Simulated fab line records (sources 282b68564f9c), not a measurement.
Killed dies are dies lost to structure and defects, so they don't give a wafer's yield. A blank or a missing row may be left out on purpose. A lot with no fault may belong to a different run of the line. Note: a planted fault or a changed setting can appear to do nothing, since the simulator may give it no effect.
Which tool did it? | flow ritCmos | 7 lots, 21 wafers sampled, at 2 steps of a route of 202

== WHAT THE GAUGES SHOWED, per wafer ==
RIT_NLDD_OVL_MEAS_06.
lot  | measured    | on         | NLDD_OVL (nm)
L483 | day 3 09:55 | overlay-01 | 1.7 3.0 1.8
L485 | day 3 17:43 | overlay-01 | -1.2 0.1 -1.7
L487 | day 4 05:08 | overlay-02 | 0.7 0.1 0.2
L490 | day 4 20:50 | overlay-02 | -0.1 0.8 -0.7
L494 | day 5 15:28 | overlay-01 | 4.1 3.4 2.6
L497 | day 6 06:37 | overlay-02 | 0.0 0.1 -0.7
L500 | day 6 22:22 | overlay-01 | 2.5 -0.3 1.0

== WHAT TOOL EACH LOT RAN ON (gives the tool, then ch and the chambers of the sampled wafers, and finally the start) ==
lot  | RIT_ACTIVE_STRIP_14
L483 | plasmaAsher-02 ch 0, day 2 00:52
L485 | plasmaAsher-04 ch 0,1, day 2 12:04
L487 | plasmaAsher-04 ch 0,1, day 2 21:15
L490 | plasmaAsher-01 ch 0,1, day 3 13:52
L494 | plasmaAsher-02 ch 0,1, day 4 10:08
L497 | plasmaAsher-01 ch 0,1, day 5 01:53
L500 | plasmaAsher-01 ch 0,1, day 5 14:07
- RIT_ACTIVE_STRIP_14: strips in O2, time 180 s.

== THE ANSWER, worked out from the rows above alone ==
Rule: usual is defined by the lots themselves. The widest of any qualifying gaps counts: lots, ordered by their means at a reading, are off when they make up no more than a third of the lots, leave a main group of 4 or more, and stand apart from it by 3 or more times the standard deviation of that group's means. Not used: any main group whose means are identical at the precision the tables above print for the reading. Also off: a lot with no number at a reading for which 4 or more lots have one. Any other lot the step has rows for is counted as sound.
No lot is off at any reading shown: from this, nothing can be told.

== WHAT WAS PUT IN BY THE SIMULATOR ==
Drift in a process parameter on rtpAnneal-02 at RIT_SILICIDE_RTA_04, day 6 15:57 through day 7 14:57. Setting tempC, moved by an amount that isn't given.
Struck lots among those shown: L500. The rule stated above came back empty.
